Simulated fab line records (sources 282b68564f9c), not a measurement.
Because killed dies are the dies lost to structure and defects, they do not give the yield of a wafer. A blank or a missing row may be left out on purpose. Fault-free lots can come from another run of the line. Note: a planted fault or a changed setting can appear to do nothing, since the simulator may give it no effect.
Which of the tools did it?    flow rit_cmos    42 wafers sampled from 14 lots at 1 step of a route of 202

## WHAT THE GAUGES SHOWED, per wafer
Not one reading of a measure or inspect step in the record can be checked against a usual standard deviation.

## EACH LOT AND THE TOOL THAT RAN IT (in order: tool; ch and the chambers of the sampled wafers; start)
lot   RIT_GATE_DEVELOP_15
L691  litho_track-04 ch 0, day 2 13:00
L692  litho_track-02 ch 0, day 2 18:00
L693  litho_track-01 ch 0, day 3 04:00
L694  litho_track-04 ch 0, day 3 07:00
L695  litho_track-02 ch 0, day 3 15:00
L699  litho_track-02 ch 0, day 4 11:00
L700  litho_track-04 ch 0, day 4 16:00
L702  litho_track-02 ch 0, day 5 03:00
L703  litho_track-04 ch 0, day 5 05:00
L704  litho_track-01 ch 0, day 5 10:00
L705  litho_track-02 ch 0, day 6 00:00
L706  litho_track-01 ch 0, day 6 00:00
L708  litho_track-01 ch 0, day 6 20:00
L711  litho_track-01 ch 0, day 7 12:00
- RIT_GATE_DEVELOP_15: develop time 50 s.

## AS READ BY THE TOOLS THEMSELVES (means over the sampled wafers that have a number; for cases with no such wafer, the mark the record gives instead)
RIT_GATE_DEVELOP_15.
lot   tool            developer_temp_C (C)
L691  litho_track-04  23.00
L692  litho_track-02  22.97
L693  litho_track-01  23.09
L694  litho_track-04  22.92
L695  litho_track-02  22.98
L699  litho_track-02  23.07
L700  litho_track-04  22.99
L702  litho_track-02  22.89
L703  litho_track-04  23.02
L704  litho_track-01  23.15
L705  litho_track-02  22.99
L706  litho_track-01  23.11
L708  litho_track-01  23.65
L711  litho_track-01  23.71

## THE ANSWER, worked out from the rows above alone
Rule: what is usual is taken from the lots themselves. The widest of any qualifying gaps counts: lots, ordered by their means at a reading, are off when they make up no more than a third of the lots, leave a main group of 4 or more, and stand apart from it by 3 or more times the standard deviation of that group's means. The tables above print the reading to a certain number of digits; a main group whose means all agree to those digits is not used. A lot without any number at a reading at which 4 lots or more have one is off too. All remaining lots with rows at the step are treated as sound. After the gauges, taken in route order, come the tools' own readings; for these a lot's mean is taken, as printed above. At the first step where some lot is off, the reading lying furthest off is the one used; lots without a number count as furthest.
Off, at RIT_GATE_DEVELOP_15 on developer_temp_C: L708, L711. Main group: mean 23.02 C, sd 0.074.
A tool fits if, at that step or a process step before it, it ran every lot that is off, and no sound lot after the first of them. One fits: RIT_GATE_DEVELOP_15 on litho_track-01. A fault onset in the window from L706 (day 6 00:00, its last sound lot) to L708 (day 6 20:00, its first lot off) fits.
The tool's own readings at RIT_GATE_DEVELOP_15 bear it out: on the lots that are off they differ by more than 5 times the standard deviation of the sound lots' means. developer_temp_C reads 23.68 C there against 23.02 C on the sound lots.

## WHAT THE SIMULATOR PUT IN
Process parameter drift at RIT_GATE_DEVELOP_15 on litho_track-01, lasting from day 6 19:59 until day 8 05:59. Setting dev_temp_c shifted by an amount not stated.
Lots struck among those shown: L708, L711. This agrees with what the rule above found.
